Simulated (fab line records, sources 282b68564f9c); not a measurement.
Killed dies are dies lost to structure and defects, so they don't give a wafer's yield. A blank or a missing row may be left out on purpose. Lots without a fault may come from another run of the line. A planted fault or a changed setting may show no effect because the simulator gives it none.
Problem report in the 8D (eight disciplines) form, filled by code | flow rit_cmos | the parts of the form that need people (team, actions taken, sign-off) are left out

1. THE PROBLEM
heater_power_total_W at RIT_CONTACT_SOFTBAKE_04 reads a mean of 33.46 W on 6 wafers of 2 lots; wafers without a fault read 34.56 W with a standard deviation of 0.049. That is -23 standard deviations from the usual mean.
The step: time 60 s.
First seen on wafer L869.1, day 4 11:16, on litho_track-03. The record holds 39 wafers of 13 lots with a number at this step. Rule for "out", or "out of limits": more than 4 standard deviations from the usual mean. The other wafers with a number count as sound.

2. WHAT IT IS AND WHAT IT IS NOT
question                    | is                                 | is not
which readings at this step | heater_power_total_W, plate_temp_C | -
which lots                  | L869, L871                         | L863, L864, L874, L875, L878, L879, L881, L882, L883, L885, L886
which wafers of those lots  | all that have a number             | -
read on which tools         | litho_track-03                     | litho_track-02, litho_track-04
when                        | from day 4 11:16                   | up to then (6 sound wafers); but 27 sound wafers of L874, L875, L878, L879, L881, L882, L883, L885, L886 came after

3. SUSPECTS, AND WHAT RULES EACH OUT
Counting: a tool at a process step up to the reading stays a suspect if it ran every lot that is out and no sound lot after the first of them.
- litho_track-03 at RIT_CONTACT_SOFTBAKE_04 (time 60 s): kept. It ran every lot that is out, first L869 (day 4 11:16), and no sound lot after that; its last sound lot up to then is L864 (day 3 08:08). Its own readings are out on those wafers: heater_power_total_W, plate_temp_C.
Left after counting: litho_track-03 at RIT_CONTACT_SOFTBAKE_04.

4. THE CAUSE (what the simulator had put in)
Process parameter drift: litho_track-03, from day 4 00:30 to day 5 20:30, at RIT_CONTACT_SOFTBAKE_04. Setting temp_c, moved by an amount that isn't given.
Counting left only this tool.

5. THE CHAIN OF EFFECTS, in route order
Each row: a reading whose mean over the struck wafers that have a number lies more than 3 standard deviations from the usual. Only readings for which the record gives a usual standard deviation are gone through. hours: the time from each lot's start at the first step in this table that gives one to its start at this step, as a median over the lots. sigmas: the change in usual standard deviations.
hours | step                    | reading              | usual   | on struck wafers | change | sigmas
0     | RIT_CONTACT_SOFTBAKE_04 | heater_power_total_W | 34.56 W | 33.46            | -1.10  | -23
0     | RIT_CONTACT_SOFTBAKE_04 | plate_temp_C         | 90.01 C | 87.90            | -2.11  | -15
The process steps in it:
- RIT_CONTACT_SOFTBAKE_04: time 60 s.

6. WHAT WOULD HAVE CAUGHT IT SOONER
In this record the first reading out of limits was taken at day 4 11:16, 11 hours after the fault began at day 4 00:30.
